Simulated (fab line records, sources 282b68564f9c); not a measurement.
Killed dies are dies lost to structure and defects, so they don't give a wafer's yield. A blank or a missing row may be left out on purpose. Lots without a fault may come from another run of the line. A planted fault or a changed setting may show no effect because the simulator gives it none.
Which tool did it? | flow rit_cmos | 14 lots, 42 wafers sampled, at 2 steps of a route of 202

WHAT THE GAUGES READ, wafer by wafer
RIT_PSD_OVL_MEAS_06. Usual: PSD_OVL -1.2 nm, standard deviation 1.2.
lot  | measured    | on         | PSD_OVL (nm)   | flag
L629 | day 3 01:03 | overlay-01 | -0.3 -2.7 -1.6 |
L630 | day 3 05:16 | overlay-02 | -1.3 -1.5 -1.6 |
L631 | day 3 11:14 | overlay-02 | -3.2 -1.0 -1.3 |
L632 | day 3 17:50 | overlay-01 | -1.5 -2.1 -1.3 |
L633 | day 3 21:41 | overlay-02 | -2.4 -2.2 -2.3 |
L634 | day 4 02:19 | overlay-01 | -1.8 -1.8 -1.7 |
L636 | day 4 14:13 | overlay-01 | 1.4 -0.3 -0.6  |
L640 | day 5 12:47 | overlay-02 | -3.2 -1.9 -3.3 |
L643 | day 6 09:10 | overlay-02 | -0.6 -2.1 -0.7 |
L645 | day 6 13:50 | overlay-01 | -2.6 -2.3 -1.5 |
L646 | day 6 20:16 | overlay-01 | 0.3 1.9 -0.8   |
L648 | day 7 04:23 | overlay-01 | -0.2 -1.9 -0.5 |
L650 | day 7 12:07 | overlay-01 | -0.2 0.6 0.6   |
L652 | day 7 20:16 | overlay-01 | -1.4 -2.0 -2.5 |

RIT_SDANNEAL_RS_MEAS_06: measures by four-point-probe. Usual: PLDD_RS 178.7 ohm/sq, standard deviation 0.43.
lot  | measured    | on            | PLDD_RS (ohm/sq)  | flag
L629 | day 3 02:17 | film_metro-03 | 178.6 178.5 178.2 |
L630 | day 3 06:30 | film_metro-03 | 179.0 178.7 178.8 |
L631 | day 3 12:31 | film_metro-04 | 178.4 178.3 178.3 |
L632 | day 3 19:05 | film_metro-04 | 178.7 179.1 178.7 |
L633 | day 3 22:58 | film_metro-04 | 178.6 179.2 178.2 |
L634 | day 4 03:35 | film_metro-01 | 178.8 178.6 178.8 |
L636 | day 4 15:28 | film_metro-03 | 178.8 178.8 178.8 |
L640 | day 5 14:02 | film_metro-04 | 179.3 179.1 179.1 |
L643 | day 6 10:25 | film_metro-01 | 178.1 177.9 178.1 |
L645 | day 6 15:11 | film_metro-03 | 178.5 179.3 178.9 |
L646 | day 6 21:32 | film_metro-03 | 178.7 178.4 178.9 |
L648 | day 7 05:50 | film_metro-01 | 178.0 178.8 178.4 |
L650 | day 7 13:34 | film_metro-01 | 178.4 177.7 178.2 |
L652 | day 7 21:31 | film_metro-01 | 178.4 178.8 179.0 |

WHICH TOOL RAN EACH LOT (tool, then ch and the chambers of the sampled wafers, then the start)
The record holds no process step before these readings.

WHAT THE TOOLS THEMSELVES READ (means of the sampled wafers that have a number; where no wafer has one, the mark that the record gives instead)
The record holds no such reading with a usual standard deviation.

THE ANSWER, worked out from the rows above alone
Rule: a lot is off if the mean of its wafers that have a number lies more than 3 standard deviations from the usual mean. A lot without any number at a reading at which 4 lots or more have one is off too. The other lots that the step has rows for count as sound. The gauges are gone through in route order, then the tools' own readings, and for those a lot's mean is taken as printed above. The first step at which some lot is off is used, and at that step the reading that is off furthest; a lot without a number counts as furthest.
No lot is off at any reading shown: from this, nothing can be told.

WHAT THE SIMULATOR HAD PUT IN
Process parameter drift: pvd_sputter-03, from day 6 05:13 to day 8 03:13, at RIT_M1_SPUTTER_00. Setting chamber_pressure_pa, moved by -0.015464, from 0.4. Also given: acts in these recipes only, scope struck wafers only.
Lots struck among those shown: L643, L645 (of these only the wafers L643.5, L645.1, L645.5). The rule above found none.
